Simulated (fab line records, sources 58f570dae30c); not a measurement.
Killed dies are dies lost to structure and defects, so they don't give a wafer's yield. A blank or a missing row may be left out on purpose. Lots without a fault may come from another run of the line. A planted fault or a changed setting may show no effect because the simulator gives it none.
fab line records | flow berkeley_cmos170
record lots=5 wafers=15 last_day=13
route steps=331 shown M2@286 V2@292 M3@309
lots that met no fault: from a run of the same line without faults
start_h: hours from the record's first day to the start of the lot's first wafer shown | wait_h: hours since the lot's step before | " the same as in the row above | L1.1+2: a row that stands for several wafers | - no value, or no start given | * or withheld: withheld | < > ~ a bound
route shown NAME@n: a module of which the file shows steps, and the number in the route of the first | usual: mean/standard deviation of fault-free wafers | same: alike in all rows | chamber/n: place in a boat | sites: the reading at each site | _std_site: their standard deviation | _edge_site: outer sites' mean less inner sites' | radius_mm: how far each site lies from the wafer's centre | mask NAME#n: copy n | behind: the tool/chamber that last shaped the wafer | hold: why the lot was held/for how many hours/how that ended | device: the transistor (n, p or np) that didn't switch | end of line: the same wafers' tests at the end of the route | a step without rows: its recipe alone | killed: dies lost to structure and defects at the first sort, not the wafer's yield | map: a wafer's dies, x killed, . not, _ none there
set.NAME: the setting as run; set.NAME@STEP: as run at that earlier step | model.NAME: the simulator's own value behind a step, which no gauge read
lots at some steps of the route; a table a step, a row a wafer
services: from which hour (start_h, from the record's first day; less than 0 if before it) a tool's chamber was out of use, for how many hours, and why
## steps
# step UCB170_M2_CD_MEAS_15
# recipe target_cd_nm=700
# usual cd_nm=700.1/1.2
# columns lot.wafer tool chamber start_h wait_h cd_nm
L077.1 cd_sem-02 - 204.43 - 700.4
L077.4 " - " " 699.0
L077.5 " - " " 698.3
L080.1 cd_sem-01 - 212.83 - 699.5
L080.2 " - " " 700.6
L080.6 " - " " 699.7
L084.4 cd_sem-02 - 236.05 - 702.1
L084.5 " - " " 700.9
L084.6 " - " " 700.5
L088.1 cd_sem-02 - 249.73 - 699.3
L088.5 " - " " 699.9
L088.6 " - " " 699.5
L096.2 cd_sem-02 - 296.32 - 701.8
L096.4 " - " " 699.9
L096.5 " - " " 700.4
# step UCB170_M2_OVL_MEAS_16
# usual M2_OVL=0/4.4
# columns lot.wafer tool chamber start_h wait_h M2_OVL[nm]
L077.1 overlay-01 - 204.55 0.1 9
L077.4 " - " " 0
L077.5 " - " " 6
L080.1 overlay-01 - 212.95 0.1 3
L080.2 " - " " 2
L080.6 " - " " 2
L084.4 overlay-01 - 236.13 0.1 -3
L084.5 " - " " 4
L084.6 " - " " -5
L088.1 overlay-01 - 249.85 0.1 -2
L088.5 " - " " -2
L088.6 " - " " -6
L096.2 overlay-01 - 296.43 0.1 1
L096.4 " - " " 0
L096.5 " - " " -4
# step UCB170_M2_ETCH_17
# recipe chemistry=N2/H2 target_depth_a=withheld overetch_a=withheld target=BARC time_s=withheld source_w=500 bias_w=100 pressure_mtorr=30 n2_flow_sccm=100 h2_flow_sccm=200
# usual drypump_motor_current_A=5.6/0.55 oes_product_au=1.007/0.022 throttle_valve_pct=13.41/0.15
# columns lot.wafer tool chamber start_h wait_h drypump_motor_current_A oes_product_au throttle_valve_pct
L077.1 rie_diel-01 2 204.59 0.0 6.0 0.983 13.57
L077.4 " 0 " " 5.4 1.002 13.12
L077.5 " 1 " " 5.4 1.025 13.65
L080.1 rie_diel-02 3 212.98 0.0 5.0 0.968 13.48
L080.2 " 1 " " 5.8 0.992 13.48
L080.6 " 1 " " 5.8 0.989 13.49
L084.4 rie_diel-04 3 236.14 0.0 5.6 0.993 13.27
L084.5 " 0 " " 5.6 1.026 13.56
L084.6 " 3 " " 5.6 0.990 13.28
L088.1 rie_diel-04 2 249.89 0.0 5.0 1.014 13.25
L088.5 " 1 " " 6.5 1.018 13.31
L088.6 " 0 " " 5.6 1.023 13.57
L096.2 rie_diel-02 0 296.46 0.0 4.9 1.011 13.30
L096.4 " 0 " " 4.9 1.012 13.32
L096.5 " 2 " " 5.0 1.019 13.33
# step UCB170_M2_METAL_ETCH_18
# recipe chemistry=Cl2/BCl3 target=Al stop_on=SiO2 pressure_mtorr=12 target_depth_a=11700 over_etch_frac=0.3 time_s=195 icp_w=600 bias_w=120 Cl2_flow_sccm=90 bcl3_flow_sccm=45
# usual drypump_motor_current_A=5.9/0.48 oes_product_au=0.864/0.015 throttle_valve_pct=24.47/0.3
# columns lot.wafer tool chamber start_h wait_h drypump_motor_current_A oes_product_au rf_hours_counter_h throttle_valve_pct
L077.1 rie_metal-02 0 204.63 - 6.4 0.864 4.9 24.04
L077.4 " 1 " " 5.0 0.888 - 24.70
L077.5 " 1 " " 5.0 0.866 - 24.70
L080.1 rie_metal-01 0 213.02 - 5.7 0.859 2.4 24.88
L080.2 " 1 " " 6.0 0.867 6.4 24.60
L080.6 " 0 " " 5.7 0.855 - 24.87
L084.4 rie_metal-03 1 236.25 - 5.7 0.834 - 24.15
L084.5 " 1 " " 5.7 0.841 - 24.16
L084.6 " 0 " " 6.3 0.847 - 24.49
L088.1 rie_metal-02 0 249.93 - 6.4 0.888 6.3 24.03
L088.5 " 1 " " 5.0 0.890 - 24.72
L088.6 " 0 " " 6.4 0.878 - 24.02
L096.2 rie_metal-03 0 296.50 - 6.3 0.862 3.1 24.50
L096.4 " 1 " " 5.7 0.846 - 24.14
L096.5 " 0 " " 6.3 0.867 - 24.49
# step UCB170_M2_STRIP_19
# recipe chemistry=O2 power_w=400 pressure_mtorr=3500 platen_temp_c=withheld o2_flow_sccm=400 overash_fraction=0.5
# usual drypump_motor_current_A=5.5/0.32 oes_product_au=0.555/0.024
# columns lot.wafer tool chamber start_h wait_h drypump_motor_current_A oes_product_au rf_hours_counter_h
L077.1 plasma_asher-04 0 204.82 0.1 5.1 0.579 48
L077.4 " 0 " " 5.1 0.522 -
L077.5 " 1 " " 5.2 0.513 -
L080.1 plasma_asher-04 1 213.21 0.1 5.2 0.596 49
L080.2 " 0 " " 5.1 0.554 49
L080.6 " 0 " " 5.1 0.593 -
L084.4 plasma_asher-04 0 236.41 0.1 5.1 0.551 -
L084.5 " 0 " " 5.1 0.550 -
L084.6 " 1 " " 5.2 0.554 -
L088.1 plasma_asher-02 1 250.12 0.1 5.5 0.572 53
L088.5 " 1 " " 5.5 0.512 -
L088.6 " 0 " " 5.6 0.564 -
L096.2 plasma_asher-02 1 296.69 0.1 5.5 0.548 59
L096.4 " 0 " " 5.6 0.544 -
L096.5 " 1 " " 5.5 0.550 -
# step UCB170_M2_CD_MEAS_90
# recipe target_cd_nm=700
# usual cd_nm=698/3.4
# columns lot.wafer tool chamber start_h wait_h cd_nm
L077.1 cd_sem-01 - 204.92 0.1 699
L077.4 " - " " 699
L077.5 " - " " 700
L080.1 cd_sem-02 - 213.31 0.1 699
L080.2 " - " " 700
L080.6 " - " " 700
L084.4 cd_sem-02 - 236.59 0.1 698
L084.5 " - " " 699
L084.6 " - " " 698
L088.1 cd_sem-01 - 250.22 0.1 694
L088.5 " - " " 700
L088.6 " - " " 695
L096.2 cd_sem-02 - 296.81 0.1 700
L096.4 " - " " 701
L096.5 " - " " 698
# step UCB170_V2_CVD_00
# recipe material=SiO2 target_thk_nm=2000 temp_c=390 precursor=TEOS/O2 time_s=250 rf_w=550 pressure_mtorr=9000
# usual heater_power_w=254/56 susceptor_temp_C=389.97/0.24
# columns lot.wafer tool chamber start_h wait_h heater_power_w susceptor_temp_C
L077.1 pecvd-04 0 205.04 0.1 291 389.96
L077.4 " 0 " " 213 389.84
L077.5 " 2 " " 210 389.81
L080.1 pecvd-04 2 213.43 0.1 263 390.04
L080.2 " 0 " " 300 389.96
L080.6 " 0 " " 214 390.02
L084.4 pecvd-04 1 236.72 0.1 184 390.43
L084.5 " 0 " " 307 390.05
L084.6 " 2 " " 317 389.94
L088.1 pecvd-04 1 250.34 0.1 251 390.21
L088.5 " 1 " " 185 390.04
L088.6 " 0 " " 214 390.03
L096.2 pecvd-01 1 296.91 0.1 400 389.59
L096.4 " 1 " " 289 390.32
L096.5 " 2 " " 266 389.89
# step UCB170_V2_THK_MEAS_01
# recipe reads=SiO2_of_V2_CVD_00
# usual V2_TEOS_THK=1990/31
# columns lot.wafer tool chamber start_h wait_h V2_TEOS_THK[nm]
L077.1 film_metro-04 - 205.19 0.1 1971
L077.4 " - " " 1997
L077.5 " - " " 2079
L080.1 film_metro-04 - 213.59 0.1 2022
L080.2 " - " " 1925
L080.6 " - " " 1965
L084.4 film_metro-01 - 236.86 0.1 2001
L084.5 " - " " 1988
L084.6 " - " " 2041
L088.1 film_metro-01 - 250.50 0.1 1966
L088.5 " - " " 1984
L088.6 " - " " 1965
L096.2 film_metro-04 - 297.07 0.1 1992
L096.4 " - " " 1993
L096.5 " - " " 2015
# step UCB170_V2_CMP_02
# recipe material=SiO2 down_force_psi=6 platen_rpm=60 pad_velocity_m_s=0.75398
# usual motor_current_A=15.9/1.2 platen_rpm=60.00/0.036
# columns lot.wafer tool chamber start_h wait_h motor_current_A platen_rpm
L077.4 cmp-02 1 205.25 0.0 14.7 59.95
L077.1 " 0 " " 17.2 60.01
L077.5 " 2 " " 16.2 60.02
L080.2 cmp-02 0 213.65 0.0 16.6 59.98
L080.1 " 2 " " 17.3 60.00
L080.6 " 1 " " 15.0 60.00
L084.4 cmp-01 2 236.99 0.1 15.9 59.98
L084.5 " 0 " " 15.0 59.93
L084.6 " 1 " " 17.7 59.96
L088.1 cmp-02 2 250.66 0.1 16.8 60.07
L088.6 " 0 " " 17.4 59.99
L088.5 " 1 " " 15.1 60.03
L096.4 cmp-02 1 297.12 0.0 14.8 60.02
L096.2 " 0 " " 17.3 59.96
L096.5 " 2 " " 16.0 60.01
# step UCB170_V2_BOW_MEAS_03
# recipe mode=bow
# usual V2_BOW=35/6.8
# columns lot.wafer tool chamber start_h wait_h V2_BOW[um]
L077.1 film_metro-03 - 205.55 0.1 30
L077.4 " - " " 28
L077.5 " - " " 39
L080.1 film_metro-01 - 213.95 0.1 32
L080.2 " - " " 21
L080.6 " - " " 30
L084.4 film_metro-01 - 237.25 0.2 34
L084.5 " - " " 45
L084.6 " - " " 26
L088.1 film_metro-04 - 250.86 0.1 37
L088.5 " - " " 28
L088.6 " - " " 40
L096.2 film_metro-01 - 297.44 0.1 25
L096.4 " - " " 34
L096.5 " - " " 31
# step UCB170_V2_THK_MEAS_04
# recipe reads=SiO2_of_V2_CVD_00
# usual V2_POLISHED_THK=999.9/1.4
# columns lot.wafer tool chamber start_h wait_h V2_POLISHED_THK[nm]
L077.1 film_metro-03 - 205.67 0.1 999.6
L077.4 " - " " 998.5
L077.5 " - " " 1000.4
L080.1 film_metro-01 - 214.07 0.1 1001.1
L080.2 " - " " 1000.0
L080.6 " - " " 1002.3
L084.4 film_metro-01 - 237.34 0.1 1000.1
L084.5 " - " " 1001.0
L084.6 " - " " 1000.6
L088.1 film_metro-04 - 250.98 0.1 998.9
L088.5 " - " " 999.9
L088.6 " - " " 998.4
L096.2 film_metro-01 - 297.55 0.1 999.9
L096.4 " - " " 1000.3
L096.5 " - " " 1000.9
# step UCB170_V2_CLEAN_05
# recipe chemistry=DIW
# columns lot.wafer tool chamber start_h wait_h
L077.1+4+5 wet_bench-02 0 205.73 0.1
L080.1+2+6 wet_bench-04 0 214.13 0.1
L084.4+5+6 wet_bench-04 2 237.37 0.0
L088.1+5+6 wet_bench-04 0 251.04 0.1
L096.2+4+5 wet_bench-02 2 297.60 0.0
# step UCB170_V2_HMDS_06
# recipe prime_time_s=60 prime_temp_c=100
# columns lot.wafer tool chamber start_h wait_h
L077.1+4+5 litho_track-01 0 206.12 0.2
L080.1+2+6 litho_track-01 0 214.44 0.1
L084.4+5+6 litho_track-04 0 237.62 0.1
L088.1+5+6 litho_track-03 0 251.21 0.0
L096.2+4+5 litho_track-04 0 298.31 0.4
# step UCB170_V2_COAT_07
# recipe resist=KrF spin_rpm=1500 resist_thk_nm=900
# columns lot.wafer tool chamber start_h wait_h
L077.1+4+5 litho_track-01 0 206.27 0.1
L080.1+2+6 litho_track-01 0 214.59 0.1
L084.4+5+6 litho_track-04 0 237.77 0.1
L088.1+5+6 litho_track-03 0 251.36 0.1
L096.2+4+5 litho_track-04 0 298.46 0.1
# step UCB170_V2_SOFTBAKE_08
# recipe resist=KrF temp_c=130 time_s=60
# columns lot.wafer tool chamber start_h wait_h
L077.1+4+5 litho_track-01 0 206.42 0.1
L080.1+2+6 litho_track-01 0 214.74 0.1
L084.4+5+6 litho_track-04 0 237.92 0.1
L088.1+5+6 litho_track-03 0 251.51 0.1
L096.2+4+5 litho_track-04 0 298.61 0.1
# step UCB170_V2_EXPOSE_09
# recipe mask_id=VIA2 target_cd_nm=700 na=0.5 sigma_outer=0.6 source_shape=conventional dose_mj=37
# usual exposure_dose_mJ_cm2=36.99/0.036
# same sigma_outer=0.6
# columns lot.wafer tool chamber start_h wait_h mask exposure_dose_mJ_cm2
L077.1 krf_scanner-02 0 206.69 0.2 VIA2#0 36.96
L077.4 " 0 " " VIA2#0 36.96
L077.5 " 0 " " VIA2#0 36.91
L080.1 krf_scanner-02 0 215.02 0.2 VIA2#0 36.98
L080.2 " 0 " " VIA2#0 37.00
L080.6 " 0 " " VIA2#0 36.98
L084.4 krf_scanner-01 0 238.22 0.3 VIA2#0 37.07
L084.5 " 0 " " VIA2#0 37.05
L084.6 " 0 " " VIA2#0 37.01
L088.1 krf_scanner-02 0 251.79 0.2 VIA2#0 36.99
L088.5 " 0 " " VIA2#0 37.02
L088.6 " 0 " " VIA2#0 36.95
L096.2 krf_scanner-01 0 298.88 0.2 VIA2#0 36.99
L096.4 " 0 " " VIA2#0 37.03
L096.5 " 0 " " VIA2#0 37.00
# step UCB170_V2_PEB_10
# recipe peb_temp_c=130 peb_time_s=withheld resist=KrF
# columns lot.wafer tool chamber start_h wait_h
L077.1+4+5 litho_track-04 0 207.24 0.5
L080.1+2+6 litho_track-01 0 215.34 0.3
L084.4+5+6 litho_track-04 0 238.35 0.1
L088.1+5+6 litho_track-01 0 251.90 0.1
L096.2+4+5 litho_track-04 0 299.21 0.3
# step UCB170_V2_DEVELOP_11
# recipe developer=TMAH develop_time_s=45 resist=KrF dev_temp_c=21
# columns lot.wafer tool chamber start_h wait_h
L077.1+4+5 litho_track-04 0 - -
L080.1+2+6 litho_track-01 0 - -
L084.4+5+6 litho_track-04 0 - -
L088.1+5+6 litho_track-01 0 - -
L096.2+4+5 litho_track-04 0 - -
# step UCB170_V2_CD_MEAS_12
# recipe target_cd_nm=700
# usual cd_nm=699.9/1.3
# columns lot.wafer tool chamber start_h wait_h cd_nm
L077.1 cd_sem-02 - 207.52 - 701.8
L077.4 " - " " 701.7
L077.5 " - " " 700.9
L080.1 cd_sem-02 - 215.62 - 700.0
L080.2 " - " " 700.2
L080.6 " - " " 701.4
L084.4 cd_sem-01 - 238.61 - 699.4
L084.5 " - " " 698.0
L084.6 " - " " 699.7
L088.1 cd_sem-01 - 252.23 - 700.4
L088.5 " - " " 700.8
L088.6 " - " " 699.2
L096.2 cd_sem-01 - 299.48 - 701.1
L096.4 " - " " 700.6
L096.5 " - " " 699.7
# step UCB170_V2_OVL_MEAS_13
# usual V2_OVL=2/4.6
# columns lot.wafer tool chamber start_h wait_h V2_OVL[nm]
L077.1 overlay-01 - 207.64 0.1 3
L077.4 " - " " 5
L077.5 " - " " 6
L080.1 overlay-02 - 215.74 0.1 -1
L080.2 " - " " -2
L080.6 " - " " 2
L084.4 overlay-02 - 238.69 0.1 -1
L084.5 " - " " 5
L084.6 " - " " 0
L088.1 overlay-01 - 252.35 0.1 -2
L088.5 " - " " -3
L088.6 " - " " -4
L096.2 overlay-02 - 299.59 0.1 -3
L096.4 " - " " 1
L096.5 " - " " 4
# step UCB170_V2_ETCH_14
# recipe chemistry=CHF3/CF4/Ar target=SiO2 stop_on=Al CHF3_flow_sccm=45 cf4_flow_sccm=15 Ar_flow_sccm=150 pressure_mtorr=200 rf_w=700 target_depth_a=12500 over_etch_frac=0.25 time_s=291
# usual drypump_motor_current_A=5.6/0.47 oes_product_au=0.877/0.017 throttle_valve_pct=6.95/0.093
# columns lot.wafer tool chamber start_h wait_h drypump_motor_current_A oes_product_au rf_hours_counter_h throttle_valve_pct
L077.1 rie_diel-01 3 207.68 0.0 6.6 0.878 63 7.04
L077.4 " 1 " " 5.4 0.871 41 6.98
L077.5 " 3 " " 6.6 0.870 - 7.03
L080.1 rie_diel-01 2 215.77 0.0 6.0 0.865 72 7.07
L080.2 " 0 " " 5.3 0.901 21 6.94
L080.6 " 1 " " 5.4 0.881 - 7.01
L084.4 rie_diel-04 1 238.71 0.0 6.5 0.901 3 6.91
L084.5 " 2 " " 5.0 0.893 - 7.01
L084.6 " 1 " " 6.5 0.895 - 6.91
L088.1 rie_diel-04 3 252.38 0.0 5.6 0.866 117 6.91
L088.5 " 1 " " 6.5 0.894 - 6.91
L088.6 " 0 " " 5.6 0.892 - 7.10
L096.2 rie_diel-03 3 299.62 0.0 6.0 0.860 90 6.88
L096.4 " 3 " " 6.0 0.862 - 6.87
L096.5 " 2 " " 5.5 0.882 - 6.78
# step UCB170_V2_STRIP_15
# recipe chemistry=O2 power_w=400 pressure_mtorr=3500 platen_temp_c=withheld o2_flow_sccm=400 overash_fraction=0.5
# usual drypump_motor_current_A=5.4/0.35 oes_product_au=0.722/0.004 strip_time_to_endpoint_s=15.27/0.13
# columns lot.wafer tool chamber start_h wait_h drypump_motor_current_A oes_product_au rf_hours_counter_h strip_time_to_endpoint_s
L077.1 plasma_asher-04 1 207.85 0.1 5.2 0.723 48 15.15
L077.4 " 0 " " 5.1 0.724 - 15.22
L077.5 " 0 " " 5.1 0.723 - 15.13
L080.1 plasma_asher-04 1 215.95 0.1 5.3 0.715 49 15.39
L080.2 " 0 " " 5.1 0.727 49 15.64
L080.6 " 1 " " 5.2 0.723 - 15.17
L084.4 plasma_asher-04 1 238.92 0.1 5.2 0.727 - 15.32
L084.5 " 0 " " 5.1 0.713 - 15.24
L084.6 " 1 " " 5.2 0.722 - 15.28
L088.1 plasma_asher-03 0 252.56 0.1 6.0 0.729 15 14.98
L088.5 " 1 " " 6.0 0.728 - 15.24
L088.6 " 0 " " 6.0 0.726 - 15.43
L096.2 plasma_asher-01 1 299.80 0.1 5.3 0.719 48 15.24
L096.4 " 1 " " 5.3 0.720 - 15.29
L096.5 " 0 " " 5.4 0.722 - 15.22
# step UCB170_V2_CD_MEAS_90
# recipe target_cd_nm=700
# usual cd_nm=700.0/1.8
# columns lot.wafer tool chamber start_h wait_h cd_nm
L077.1 cd_sem-02 - 207.95 0.1 704.1
L077.4 " - " " 702.0
L077.5 " - " " 702.5
L080.1 cd_sem-02 - 216.05 0.1 698.7
L080.2 " - " " 698.9
L080.6 " - " " 701.9
L084.4 cd_sem-02 - 239.05 0.1 699.8
L084.5 " - " " 696.6
L084.6 " - " " 700.4
L088.1 cd_sem-02 - 252.66 0.1 699.3
L088.5 " - " " 701.4
L088.6 " - " " 699.5
L096.2 cd_sem-02 - 299.92 0.1 702.3
L096.4 " - " " 700.9
L096.5 " - " " 699.1
# step UCB170_M3_PRE_CLEAN_00
# recipe gas=Ar preclean_etch_time_s=60
# columns lot.wafer tool chamber start_h wait_h
L077.1+4+5 pvd_sputter-02 - 208.07 0.1
L080.1+2+6 pvd_sputter-02 - 216.17 0.1
L084.4+5+6 pvd_sputter-01 - 239.11 0.0
L088.1+5+6 pvd_sputter-01 - 252.78 0.1
L096.2+4+5 pvd_sputter-01 - 300.02 0.1
# step UCB170_M3_SPUTTER_01
# recipe material=Al target_thk_nm=900 time_s=120 power_w=6000 chamber_pressure_pa=0.5
# usual chamber_pressure_pa=0.4999/0.0011 throttle_valve_pct=30.6/1
# columns lot.wafer tool chamber start_h wait_h chamber_pressure_pa throttle_valve_pct
L077.1 pvd_sputter-02 - 208.14 0.0 0.5004 30.6
L077.4 " - " " 0.5003 31.4
L077.5 " - " " 0.5006 29.6
L080.1 pvd_sputter-02 - 216.24 0.0 0.4998 29.4
L080.2 " - " " 0.4996 29.3
L080.6 " - " " 0.5004 31.3
L084.4 pvd_sputter-01 - 239.17 0.0 0.4991 32.1
L084.5 " - " " 0.4990 32.2
L084.6 " - " " 0.4999 30.6
L088.1 pvd_sputter-01 - 252.85 0.0 0.5012 32.4
L088.5 " - " " 0.5002 32.2
L088.6 " - " " 0.4994 30.5
L096.2 pvd_sputter-01 - 300.08 0.0 0.5007 30.8
L096.4 " - " " 0.5002 29.7
L096.5 " - " " 0.4976 29.7
# step UCB170_M3_RS_MEAS_02
# recipe thk_meas_gauge=four-point-probe reads=Al_of_M3_SPUTTER_01
# usual M3_AL_RS=0.0322/0.0004
# columns lot.wafer tool chamber start_h wait_h M3_AL_RS[ohm/sq]
L077.1 film_metro-02 - 208.22 0.0 0.0314
L077.4 " - " " 0.0319
L077.5 " - " " 0.0327
L080.1 film_metro-04 - 216.32 0.0 0.0323
L080.2 " - " " 0.0321
L080.6 " - " " 0.0316
L084.4 film_metro-04 - 239.32 0.1 0.0329
L084.5 " - " " 0.0328
L084.6 " - " " 0.0326
L088.1 film_metro-02 - 252.93 0.0 0.0332
L088.5 " - " " 0.0330
L088.6 " - " " 0.0328
L096.2 film_metro-04 - 300.19 0.1 0.0323
L096.4 " - " " 0.0318
L096.5 " - " " 0.0321
# step UCB170_M3_THK_MEAS_03
# recipe thk_meas_gauge=xrf reads=Al_of_M3_SPUTTER_01
# usual M3_AL_THK=888/11
# columns lot.wafer tool chamber start_h wait_h M3_AL_THK[nm]
L077.1 film_metro-02 - 208.34 0.1 919
L077.4 " - " " 900
L077.5 " - " " 879
L080.1 film_metro-04 - 216.44 0.1 878
L080.2 " - " " 888
L080.6 " - " " 901
L084.4 film_metro-04 - 239.41 0.1 862
L084.5 " - " " 860
L084.6 " - " " 871
L088.1 film_metro-02 - 253.05 0.1 865
L088.5 " - " " 867
L088.6 " - " " 875
L096.2 film_metro-04 - 300.30 0.1 880
L096.4 " - " " 894
L096.5 " - " " 895
# step UCB170_M3_HMDS_04
# recipe prime_time_s=60 prime_temp_c=100
# columns lot.wafer tool chamber start_h wait_h
L077.1+4+5 litho_track-02 0 208.59 0.2
L080.1+2+6 litho_track-04 0 217.14 0.7
L084.4+5+6 litho_track-04 0 239.51 0.1
L088.1+5+6 litho_track-04 0 253.43 0.4
L096.2+4+5 litho_track-02 0 300.75 0.4
# step UCB170_M3_COAT_05
# recipe resist=KrF spin_rpm=1500 resist_thk_nm=900
# columns lot.wafer tool chamber start_h wait_h
L077.1+4+5 litho_track-02 0 208.74 0.1
L080.1+2+6 litho_track-04 0 217.29 0.1
L084.4+5+6 litho_track-04 0 239.66 0.1
L088.1+5+6 litho_track-04 0 253.58 0.1
L096.2+4+5 litho_track-02 0 300.90 0.1
# step UCB170_M3_SOFTBAKE_06
# recipe resist=KrF temp_c=130 time_s=60
# columns lot.wafer tool chamber start_h wait_h
L077.1+4+5 litho_track-02 0 208.89 0.1
L080.1+2+6 litho_track-04 0 217.44 0.1
L084.4+5+6 litho_track-04 0 239.81 0.1
L088.1+5+6 litho_track-04 0 253.73 0.1
L096.2+4+5 litho_track-02 0 301.05 0.1
# step UCB170_M3_STRIP_07
# recipe chemistry=O2 power_w=400 pressure_mtorr=3500 platen_temp_c=withheld o2_flow_sccm=400 overash_fraction=0.5
# usual drypump_motor_current_A=5.67/0.26 oes_product_au=0.735/0.0046 strip_time_to_endpoint_s=21.98/0.057
# columns lot.wafer tool chamber start_h wait_h drypump_motor_current_A oes_product_au rf_hours_counter_h strip_time_to_endpoint_s
L077.1 plasma_asher-03 1 209.04 0.1 5.99 0.731 10 22.09
L077.4 " 1 " " 5.99 0.729 - 22.08
L077.5 " 0 " " 5.97 0.734 - 22.05
L080.1 plasma_asher-01 0 217.59 0.1 5.36 0.733 42 21.93
L080.2 " 1 " " 5.31 0.732 42 21.92
L080.6 " 1 " " 5.32 0.734 - 21.96
L084.4 plasma_asher-03 0 239.92 0.1 5.95 0.738 - 21.97
L084.5 " 0 " " 5.95 0.735 - 22.00
L084.6 " 1 " " 6.00 0.741 - 22.07
L088.1 plasma_asher-01 0 253.88 0.1 5.37 0.739 45 22.03
L088.5 " 0 " " 5.37 0.738 - 22.10
L088.6 " 1 " " 5.28 0.729 - 21.96
L096.2 plasma_asher-02 0 301.18 0.1 5.62 0.735 59 21.88
L096.4 " 1 " " 5.54 0.725 - 21.93
L096.5 " 1 " " 5.51 0.742 - 21.94
# step UCB170_M3_STRIP_08
# recipe chemistry=DMSO temp_c=80 time_s=600 material=KrF
# columns lot.wafer tool chamber start_h wait_h
L077.1+4+5 wet_bench-04 3 209.14 0.1
L080.1+2+6 wet_bench-01 3 217.69 0.1
L084.4+5+6 wet_bench-04 3 240.05 0.1
L088.1+5+6 wet_bench-04 1 253.98 0.1
L096.2+4+5 wet_bench-04 0 301.32 0.1
# step UCB170_M3_COAT_09
# recipe resist=BARC temp_c=withheld time_s=withheld spin_rpm=3000 resist_thk_nm=withheld
# columns lot.wafer tool chamber start_h wait_h
L077.1+4+5 litho_track-04 0 209.43 0.1
L080.1+2+6 litho_track-04 0 218.49 0.6
L084.4+5+6 litho_track-04 0 240.41 0.2
L088.1+5+6 litho_track-03 0 254.16 0.0
L096.2+4+5 litho_track-02 0 301.52 0.0
# step UCB170_M3_COAT_10
# recipe resist=KrF spin_rpm=1500 resist_thk_nm=900
# columns lot.wafer tool chamber start_h wait_h
L077.1+4+5 litho_track-04 0 - -
L080.1+2+6 litho_track-04 0 - -
L084.4+5+6 litho_track-04 0 - -
L088.1+5+6 litho_track-03 0 - -
L096.2+4+5 litho_track-02 0 - -
# step UCB170_M3_SOFTBAKE_11
# recipe resist=KrF temp_c=130 time_s=60
# columns lot.wafer tool chamber start_h wait_h
L077.1+4+5 litho_track-04 0 - -
L080.1+2+6 litho_track-04 0 - -
L084.4+5+6 litho_track-04 0 - -
L088.1+5+6 litho_track-03 0 - -
L096.2+4+5 litho_track-02 0 - -
# step UCB170_M3_EXPOSE_12
# recipe mask_id=METAL3 target_cd_nm=700 na=0.5 sigma_outer=0.6 source_shape=conventional dose_mj=26
# usual exposure_dose_mJ_cm2=25.986/0.023
# same sigma_outer=0.6
# columns lot.wafer tool chamber start_h wait_h mask exposure_dose_mJ_cm2
L077.1 krf_scanner-02 0 209.88 - METAL3#0 25.953
L077.4 " 0 " " METAL3#0 26.000
L077.5 " 0 " " METAL3#0 25.998
L080.1 krf_scanner-01 0 218.94 - METAL3#0 25.955
L080.2 " 0 " " METAL3#0 25.981
L080.6 " 0 " " METAL3#0 25.970
L084.4 krf_scanner-01 0 240.85 - METAL3#0 26.002
L084.5 " 0 " " METAL3#0 25.967
L084.6 " 0 " " METAL3#0 26.007
L088.1 krf_scanner-02 0 254.73 - METAL3#0 25.968
L088.5 " 0 " " METAL3#0 25.982
L088.6 " 0 " " METAL3#0 25.989
L096.2 krf_scanner-02 0 301.96 - METAL3#0 25.988
L096.4 " 0 " " METAL3#0 26.010
L096.5 " 0 " " METAL3#0 25.970
# step UCB170_M3_PEB_13
# recipe peb_temp_c=130 peb_time_s=withheld resist=KrF
# columns lot.wafer tool chamber start_h wait_h
L077.1+4+5 litho_track-03 0 210.30 0.4
L080.1+2+6 litho_track-03 0 219.56 0.6
L084.4+5+6 litho_track-02 0 241.47 0.6
L088.1+5+6 litho_track-04 0 254.85 0.1
L096.2+4+5 litho_track-02 0 302.08 0.1
# step UCB170_M3_DEVELOP_14
# recipe developer=TMAH develop_time_s=45 resist=KrF dev_temp_c=21
# columns lot.wafer tool chamber start_h wait_h
L077.1+4+5 litho_track-03 0 - -
L080.1+2+6 litho_track-03 0 - -
L084.4+5+6 litho_track-02 0 - -
L088.1+5+6 litho_track-04 0 - -
L096.2+4+5 litho_track-02 0 - -
# step UCB170_M3_CD_MEAS_15
# recipe target_cd_nm=700
# usual cd_nm=699.6/1.7
# columns lot.wafer tool chamber start_h wait_h cd_nm
L077.1 cd_sem-02 - 210.57 - 699.9
L077.4 " - " " 699.5
L077.5 " - " " 699.7
L080.1 cd_sem-01 - 219.83 - 699.7
L080.2 " - " " 699.5
L080.6 " - " " 701.3
L084.4 cd_sem-01 - 241.73 - 697.5
L084.5 " - " " 699.3
L084.6 " - " " 698.1
L088.1 cd_sem-01 - 255.12 - 701.8
L088.5 " - " " 700.8
L088.6 " - " " 702.3
L096.2 cd_sem-01 - 302.37 - 697.8
L096.4 " - " " 699.4
L096.5 " - " " 697.8
# step UCB170_M3_OVL_MEAS_16
# usual M3_OVL=0/5.4
# columns lot.wafer tool chamber start_h wait_h M3_OVL[nm]
L077.1 overlay-01 - 210.69 0.1 0
L077.4 " - " " 10
L077.5 " - " " 5
L080.1 overlay-01 - 219.95 0.1 9
L080.2 " - " " -7
L080.6 " - " " -7
L084.4 overlay-02 - 241.81 0.1 -1
L084.5 " - " " 3
L084.6 " - " " -3
L088.1 overlay-02 - 255.24 0.1 4
L088.5 " - " " 7
L088.6 " - " " -2
L096.2 overlay-01 - 302.48 0.1 4
L096.4 " - " " 6
L096.5 " - " " 5
## services
# columns tool chamber start_h hours kind
wet_bench-04 - 181.50 1.9 pm
cmp-02 - 189.63 6.5 repair
krf_scanner-02 - 201.23 1.2 repair
pecvd-04 - 217.07 1.3 repair
rie_diel-01 0 223.70 5.4 repair
cmp-02 - 228.74 3.3 repair
krf_scanner-01 - 229.08 0.2 repair
plasma_asher-01 - 229.90 14.6 pm
cmp-02 - 232.06 4.0 pm
plasma_asher-03 - 236.05 0.7 repair
krf_scanner-02 - 236.32 4.8 repair
rie_diel-01 3 237.27 2.5 repair
krf_scanner-02 - 241.16 1.3 pm
plasma_asher-02 - 241.60 0.8 repair
krf_scanner-02 - 242.46 1.0 pm
pecvd-04 - 245.41 2.8 pm
krf_scanner-01 - 257.51 1.3 pm
pvd_sputter-01 - 269.18 4.6 repair
pvd_sputter-02 - 273.44 3.6 repair
plasma_asher-01 - 278.39 8.8 repair
pvd_sputter-01 - 286.60 2.7 repair
pecvd-04 - 288.23 1.0 repair
pecvd-04 2 290.66 15.1 repair
krf_scanner-02 - 295.31 0.8 pm
## key
fault none
